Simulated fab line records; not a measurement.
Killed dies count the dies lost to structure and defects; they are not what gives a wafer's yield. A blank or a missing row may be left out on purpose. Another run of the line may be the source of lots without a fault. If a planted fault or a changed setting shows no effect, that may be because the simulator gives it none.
Code-filled problem report in 8D (eight disciplines) form / flow rit-cmos / the parts of the form that need people (team, actions taken, sign-off) are left out

1. WHAT IS WRONG
oes-product-au at RIT_SPACER_ETCHBACK_05 reads a mean of 0.901 a.u. on 1 wafer of 1 lot; wafers without a fault read 0.849 a.u. with a standard deviation of 0.012. Relative to the usual mean, that is a shift of +4.3 standard deviations.
The step: etches Si3N4 in SF6/CHF3, stops on SiO2, target depth 250 nm, time 240 s.
The first sign was on wafer L778.4 at day 5 19:25, on rie-diel-02. The record holds 15 wafers of 5 lots with a number at this step. By rule, "out" or "out of limits" means more than 4 standard deviations away from the usual mean. The rest of the wafers with a number are treated as sound.

2. WHAT IT IS; WHAT IT IS NOT
question=which readings at this step | is=oes-product-au | is not=drypump-motor-current-A, throttle-valve-pct
question=which lots | is=L778 | is not=L765, L767, L777, L786
question=which wafers of those lots | is=L778.4 | is not=L778.1, L778.6
question=read on which tools | is=rie-diel-02 | is not=rie-diel-01, rie-diel-04
question=when | is=from day 5 19:25 | is not=up to then (11 sound wafers); but 3 sound wafers of L786 came after

3. WHAT RULES OUT EACH SUSPECT
Counting: a tool at a process step up to the reading stays a suspect if it ran every lot that is out. Sound lots after the first of them don't rule it out here, since some wafers of a struck lot are sound.
- plasma-asher-03 at RIT_PLDD_STRIP_09 (strips in O2, time 180 s): kept. It ran the lot that is out, L778 (day 5 16:49).
- rie-diel-02 at RIT_SPACER_ETCHBACK_05 (etches Si3N4 in SF6/CHF3, stops on SiO2, target depth 250 nm, time 240 s): kept. It ran the lot that is out, L778 (day 5 19:25); its last sound lot up to then is L765 (day 3 02:18). Its own oes-product-au readings are out on those wafers.
- The sound lot-mates ran in chamber 0 of rie-diel-02 at RIT_SPACER_ETCHBACK_05, but the wafers that are out ran in chamber 2.
Remaining after the count are plasma-asher-03 at RIT_PLDD_STRIP_09 and rie-diel-02 at RIT_SPACER_ETCHBACK_05.

4. THE CAUSE (what the simulator had put in)
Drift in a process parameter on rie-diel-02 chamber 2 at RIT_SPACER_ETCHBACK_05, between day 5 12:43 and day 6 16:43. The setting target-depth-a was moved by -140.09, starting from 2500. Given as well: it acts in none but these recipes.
Counting left 2 suspects, and this tool is among them.

5. THE CHAIN OF EFFECTS, in route order
Each row: a reading whose mean over the struck wafers that have a number lies more than 3 standard deviations from the usual. Scope: only readings with a usual standard deviation given in the record; hours: median across lots of the time from each lot's start at the first step in this table that gives one to its start at this step; sigmas: change in usual standard deviations.
hours=0; step=RIT_SPACER_ETCHBACK_05; reading=oes-product-au; usual=0.849 a.u.; on struck wafers=0.901; change=+0.052; sigmas=+4.3
It contains these process steps:
- RIT_SPACER_ETCHBACK_05: etches Si3N4 in SF6/CHF3, stops on SiO2, target depth 250 nm, time 240 s.

6. WHAT WOULD HAVE CAUGHT IT SOONER
In this record the first reading out of limits was taken at day 5 19:25, 7 hours after the fault began at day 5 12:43.
